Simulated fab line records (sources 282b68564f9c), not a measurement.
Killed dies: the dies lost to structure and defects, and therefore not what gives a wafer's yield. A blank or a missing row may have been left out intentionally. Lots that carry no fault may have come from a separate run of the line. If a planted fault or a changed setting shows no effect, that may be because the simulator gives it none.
fab line records | flow ritCmos
record lots=14 wafers=42 lastDay=7
route steps=202 shown PRETRO@72
lots with no fault: from the same line, run without faults
startH: hours from the record's first day to the start of the lot's first wafer shown | waitH: time in hours since the lot's previous step | " unchanged from the row above | L1.1+2: a single row standing in for several wafers | - no value, or no start was given | * or withheld: withheld | < > ~ a bound
route shown NAME@n: NAME is a module with steps in the file, n the number in the route of the first one | usual: mean/standard deviation of fault-free wafers | same: alike in all rows | chamber/n: place in a boat | sites: the reading at each site | _std_site: the values' standard deviation | _edge_site: inner sites' mean taken away from outer sites' mean | radiusMm: for every site, how far away it sits from the centre of the wafer | mask NAME#n: copy n | behind: the most recent tool/chamber to have shaped the wafer | hold: cause of the lot's hold/its duration in hours/its outcome | device: the transistor (n, p or np) that didn't switch | end of line: tests run on the same wafers once the route is complete | a step with no rows: only its recipe | killed: not the wafer's yield, but the dies lost to structure and defects at the first sort | map: the dies of a wafer, with x for killed, . for not killed, _ for no die there
set.NAME: the setting as run; set.NAME@STEP: as run at that earlier step | model.NAME: the simulator's own value behind a step, which no gauge read
a sample of lots followed through the steps of the route, with each step as a table and each wafer as a row
services: when a tool's chamber went out of use (startH, in hours from the record's first day, below 0 if earlier), for how many hours, and the reason
## steps
# step RIT_PRETRO_IMPLANT_08
# recipe species=B energyKev=45 doseCm2=1.2e+13 tiltDeg=7
# usual beamEnergyKeV=45.000/0.014 tiltDeg=6.999/0.02
# columns lot.wafer tool chamber startH waitH beamEnergyKeV tiltDeg
L845.2 implanter-01 0 35.99 0.2 45.000 7.015
L845.3 " 0 " " 45.015 6.989
L845.5 " 0 " " 45.011 7.024
L846.1 implanter-02 0 42.94 0.2 45.012 7.014
L846.3 " 0 " " 44.996 7.019
L846.5 " 0 " " 45.010 7.034
L847.1 implanter-01 0 46.34 0.2 45.005 7.019
L847.2 " 0 " " 45.001 6.997
L847.6 " 0 " " 44.993 6.993
L848.2 implanter-03 0 51.70 0.2 45.001 7.014
L848.5 " 0 " " 45.005 6.998
L848.6 " 0 " " 44.996 7.001
L849.1 implanter-03 0 56.39 0.2 44.983 6.999
L849.4 " 0 " " 44.987 7.038
L849.6 " 0 " " 45.001 6.998
L852.4 implanter-01 0 72.66 0.2 44.996 6.986
L852.5 " 0 " " 44.982 6.994
L852.6 " 0 " " 44.982 6.954
L853.2 implanter-02 0 76.74 0.2 44.997 7.019
L853.5 " 0 " " 44.987 7.035
L853.6 " 0 " " 44.996 7.032
L854.4 implanter-02 0 82.98 0.2 45.013 7.011
L854.5 " 0 " " 45.018 6.974
L854.6 " 0 " " 45.025 6.989
L858.1 implanter-03 0 105.09 0.2 44.990 7.030
L858.3 " 0 " " 45.001 6.990
L858.4 " 0 " " 45.006 7.009
L859.1 implanter-03 0 110.43 0.2 44.994 7.671
L859.3 " 0 " " 44.989 7.636
L859.6 " 0 " " 44.997 7.656
L862.1 implanter-02 0 126.96 0.2 44.972 7.033
L862.4 " 0 " " 44.993 7.008
L862.5 " 0 " " 44.988 6.997
L863.3 implanter-03 0 132.64 0.2 44.973 7.656
L863.5 " 0 " " 44.987 7.625
L863.6 " 0 " " 45.013 7.642
L864.1 implanter-01 0 135.71 0.2 44.994 6.987
L864.3 " 0 " " 44.993 6.984
L864.5 " 0 " " 44.997 7.008
L866.3 implanter-02 0 145.41 0.2 45.022 6.970
L866.4 " 0 " " 45.010 6.962
L866.6 " 0 " " 45.016 6.947
## services
# columns tool chamber startH hours kind
implanter-01 - 42.32 1.7 repair
implanter-03 - 45.40 3.8 pm
implanter-02 - 67.56 1.7 repair
implanter-02 - 86.41 3.6 repair
implanter-02 - 90.02 4.2 pm
implanter-01 - 103.71 3.1 repair
## key
firstSign step=RIT_PRETRO_IMPLANT_08 reading=tiltDeg direction=up sigmas=33 usual=6.999 struck=7.648
effect none on later readings
metAt RIT_PRETRO_IMPLANT_08
struckLots L859,L863
testerLeftOut L859,L863
onsetBetween 105.09 110.43
fault kind=processParameterDrift tool=implanter-03 chamber=- onsetH=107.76 steps=RIT_PRETRO_IMPLANT_08 channel=tiltDeg offset=0.6604 shape=step endH=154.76 actsIn=theseRecipesOnly stated=7
# testerLeftOut: of these lots the tester's yield and bins aren't shown, on N5 and GAA mostly nor the transistor test; their killed dies are dies lost to structure and defects alone, not to doping, threshold or leakage, so they don't give the yield
